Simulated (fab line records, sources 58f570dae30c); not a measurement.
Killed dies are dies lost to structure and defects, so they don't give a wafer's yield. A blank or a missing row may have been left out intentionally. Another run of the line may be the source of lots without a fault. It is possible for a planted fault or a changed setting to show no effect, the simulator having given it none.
A struck lot beside a sound one | flow berkeley_cmos170 | 23 out of 331 route steps
Sound: these wafers, L865.3, L865.5, L865.6. Struck: wafers L880.1, L880.4, L880.6. The cause comes at the end.
Order at every step that has rows: each side's tool, ch and its chambers, its first start. Under that, the readings that differ: sound wafers | struck wafers | difference of the means | sigmas: that difference in standard deviations of wafers without a fault.
alike: readings whose means differ by less than 2 such deviations, and words and numbers that are the same on both sides. not compared: withheld readings, readings that some wafer has no value for, bounds like >300 that may hide the same value, and numbers for which the record gives no deviation and whose values overlap.
A row with sigmas, a row that says differs or no value, or rows on one side alone: a step with any of these is where the two part. Numbers that don't overlap but have no deviation are shown without sigmas and don't part them. A reading missing from all wafers of one side parts the sides only when that side holds two or more wafers.

first, 5 steps without rows for these wafers: UCB170_PSD_COAT_01 (resist thk 900 nm); UCB170_PSD_SOFTBAKE_02 (time 60 s); UCB170_PSD_EXPOSE_03 (exposes mask PSELECT MOD, target cd 1200 nm); UCB170_PSD_PEB_04; UCB170_PSD_DEVELOP_05 (develop time 45 s).
UCB170_PSD_CD_MEAS_06: the cd target is 1200 nm.
  sound on cd_sem-02 at day 7 01:04; struck on cd_sem-01 at day 10 10:03
  alike: cd_nm
UCB170_PSD_OVL_MEAS_07:
  sound on overlay-02 at day 7 01:10; struck on overlay-02 at day 10 10:10
  alike: PSD_OVL
after that, 1 step had no rows for these wafers: UCB170_PSD_IMPLANT_08.
UCB170_PSD_STRIP_09: strips in O2.
  sound on plasma_asher-04 ch 0,1, day 7 01:22; struck on plasma_asher-02 ch 0,1, day 10 10:21
  alike: drypump_motor_current_A, oes_product_au, strip_time_to_endpoint_s
  not compared: rf_hours_counter_h
UCB170_PSD_TW_MEAS_10:
  sound on film_metro-03 at day 7 01:27; struck on film_metro-03 at day 10 10:27
  alike: PSD_TW
then, 2 steps without rows for these wafers: UCB170_PSD_CLEAN_11 (cleans in SPM, time 600 s); UCB170_NSD_HMDS_00 (prime time 60 s).
UCB170_NSD_COAT_01: resist thk 900 nm.
  sound on litho_track-03 ch 0, day 7 02:14; struck on litho_track-04 ch 0, day 10 10:50
  reading                              | sound             | struck            | difference | sigmas
  model.KrF_of_NSD_COAT_01.thk_nm (nm) | 901.5 900.8 902.5 | 868.8 869.2 865.7 | -33.7      |
  alike: dispense_pressure_kPa
then, 3 steps without rows for these wafers: UCB170_NSD_SOFTBAKE_02 (time 60 s); UCB170_NSD_EXPOSE_03 (exposes mask NSELECT MOD, target cd 1200 nm); UCB170_NSD_PEB_04.
UCB170_NSD_DEVELOP_05: develop time 45 s.
  sound: litho_track-02 ch 0; struck: litho_track-04 ch 0
  reading                              | sound             | struck          | difference | sigmas
  model.KrF_of_NSD_COAT_01.thk_nm (nm) | 887.3 886.6 888.3 | 854.6 855 851.5 | -33.7      |
UCB170_NSD_CD_MEAS_06: the cd target is 1200 nm.
  sound on cd_sem-02 at day 7 03:02; struck on cd_sem-02 at day 10 11:52
  alike: cd_nm
UCB170_NSD_OVL_MEAS_07:
  sound on overlay-01 at day 7 03:08; struck on overlay-01 at day 10 11:59
  alike: NSD_OVL
after that, 1 step had no rows for these wafers: UCB170_NSD_IMPLANT_08.
UCB170_NSD_STRIP_09: strips in O2.
  sound on plasma_asher-03 ch 0,1, day 7 03:20; struck on plasma_asher-01 ch 1, day 10 12:10
  reading                      | sound             | struck            | difference | sigmas
  strip_time_to_endpoint_s (s) | 35.85 35.84 35.88 | 35.08 35.11 34.96 | -0.81      | -13
  alike: drypump_motor_current_A, oes_product_au
  not compared: rf_hours_counter_h
UCB170_NSD_TW_MEAS_10:
  sound on film_metro-04 at day 7 03:25; struck on film_metro-04 at day 10 12:16
  alike: NSD_TW
after that, 1 step had no rows for these wafers: UCB170_M3_PROBE_99.

## WHERE THEY PART
UCB170_NSD_STRIP_09 only, going by this record. Later steps at which nothing parts them and some readings are alike: UCB170_NSD_TW_MEAS_10.

WHY: the cause the simulator had injected
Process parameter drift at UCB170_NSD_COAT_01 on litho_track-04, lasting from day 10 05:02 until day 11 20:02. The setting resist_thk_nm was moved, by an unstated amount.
